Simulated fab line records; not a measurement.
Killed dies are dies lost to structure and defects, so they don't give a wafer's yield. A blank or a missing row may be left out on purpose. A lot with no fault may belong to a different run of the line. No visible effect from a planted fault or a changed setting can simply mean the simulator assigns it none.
A lot that was struck, set against a sound lot || flow rit_cmos || 17 out of 202 route steps
Sound: these wafers, L141.1, L141.5, L141.6. Struck: wafers L156.1, L156.2, L156.3. The cause is named last.
Order at every step that has rows: each side's tool, ch and its chambers, its first start. Under that, the readings that differ: sound wafers || struck wafers || difference of the means || sigmas: that difference in standard deviations of wafers without a fault.
alike: readings whose means differ by less than 2 such deviations, and words and numbers that are the same on both sides. not compared: withheld readings, readings that some wafer has no value for, bounds like >300 that may hide the same value, and numbers for which the record gives no deviation and whose values overlap.
The two part at a step that has a row with sigmas, a row that says differs or no value, or rows on one side only. Numbers that don't overlap but have no deviation are shown without sigmas and don't part them. A reading missing from all wafers of one side parts the sides only when that side holds two or more wafers.

first, 2 steps without rows for these wafers: RIT_NRETRO_HARDBAKE_07 (time 120 s); RIT_NRETRO_IMPLANT_08.
RIT_NRETRO_STRIP_09: strips in O2, time 180 s.
  sound on plasma_asher-04 ch 0,1, day 2 11:31; struck on plasma_asher-04 ch 0,1, day 5 15:40
  alike: drypump_motor_current_A
  not compared: rf_hours_counter_h
RIT_NRETRO_TW_MEAS_10:
  sound: film_metro-01 at day 2 11:41; struck: film_metro-04 at day 5 15:51
  alike: NRETRO_TW
then, 6 steps without rows for these wafers: RIT_PRETRO_HMDS_00 (prime time 60 s); RIT_PRETRO_COAT_01 (resist thk 1300 nm); RIT_PRETRO_SOFTBAKE_02 (time 60 s); RIT_PRETRO_EXPOSE_03 (exposes mask M5, target cd 43700 nm); RIT_PRETRO_PEB_04; RIT_PRETRO_DEVELOP_05 (develop time 68 s).
RIT_PRETRO_OVL_MEAS_06:
  sound: overlay-01 at day 2 12:41; struck: overlay-02 at day 5 16:47
  alike: PRETRO_OVL
then, 1 step without rows for these wafers: RIT_PRETRO_HARDBAKE_07 (time 120 s).
RIT_PRETRO_IMPLANT_08:
  sound on implanter-03 ch 0, day 2 12:58; struck on implanter-04 ch 0, day 5 17:04
{"reading": "dose_ions_cm2", "sound": "1.1978e+13 1.201e+13 1.1993e+13", "struck": "1.0551e+13 1.0543e+13 1.0537e+13", "difference": -1.4500e+12, "sigmas": "-99 or more"}
{"reading": "faraday_current_uA", "sound": "37.8 37.0 39.2", "struck": "32.8 34.3 32.9", "difference": -4.7, "sigmas": -6}
RIT_PRETRO_STRIP_09: strips in O2, time 180 s.
  sound on plasma_asher-01 ch 0,1, day 2 13:07; struck on plasma_asher-01 ch 0,1, day 5 17:13
  alike: drypump_motor_current_A
  not compared: rf_hours_counter_h
RIT_PRETRO_TW_MEAS_10:
  sound: film_metro-01 at day 2 13:17; struck: film_metro-01 at day 5 17:24
{"reading": "PRETRO_TW", "sound": "473.6 474.1 472.8", "struck": "457.5 460.9 459.6", "difference": -14.2, "sigmas": -5}
then, 1 step without rows for these wafers: RIT_GATE_WET_ETCH_00 (etches SiO2 in BOE, target depth 56 nm, time 60 s).
RIT_M1_PROBE_99:
  sound: prober-02 at day 3 14:32; struck: prober-01 at day 6 19:13
{"reading": "model.etest.cap_n_gate.c_min_ff_um2", "sound": "2.37 2.356 2.355", "struck": "2.34 2.342 2.34", "difference": -0.02, "sigmas": ""}
{"reading": "model.etest.diode_nplus_comb.cj_ff_um2", "sound": "2.621 2.65 2.635", "struck": "2.608 2.611 2.604", "difference": -0.028, "sigmas": ""}
{"reading": "model.etest.diode_nplus_pwell.cj_ff_um2", "sound": "2.062 2.059 2.062", "struck": "2.046 2.047 2.035", "difference": -0.018, "sigmas": ""}
{"reading": "model.etest.nmos_0p15.vt_v (V)", "sound": "0.4135 0.4067 0.4218", "struck": "0.3837 0.3695 0.3841", "difference": -0.0349, "sigmas": ""}
{"reading": "model.etest.nmos_0p3.vt_sat_v (V)", "sound": "0.5434 0.5404 0.5425", "struck": "0.5265 0.5313 0.5322", "difference": -0.0121, "sigmas": ""}
{"reading": "model.etest.nmos_0p3.vt_v (V)", "sound": "0.5585 0.559 0.5601", "struck": "0.5451 0.548 0.5497", "difference": -0.0116, "sigmas": ""}
{"reading": "model.etest.nmos_narrow.vt_v (V)", "sound": "0.5979 0.5927 0.5974", "struck": "0.5797 0.5829 0.5866", "difference": -0.0129, "sigmas": ""}
  alike: killed_at_M0_to_M3, killed_at_front_end, killed_dies, killed_open, killed_short
  not compared: model.etest.diode_nplus_pwell.bv_v

== WHERE THEY PART ==
Earliest at RIT_PRETRO_IMPLANT_08; latest, in this record, at RIT_PRETRO_TW_MEAS_10. Later steps at which nothing parts them and some readings are alike: RIT_M1_PROBE_99.

WHY: whatever the simulator had introduced
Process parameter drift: implanter-04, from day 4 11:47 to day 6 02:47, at RIT_PRETRO_IMPLANT_08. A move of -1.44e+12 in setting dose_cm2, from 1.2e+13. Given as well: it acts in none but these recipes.
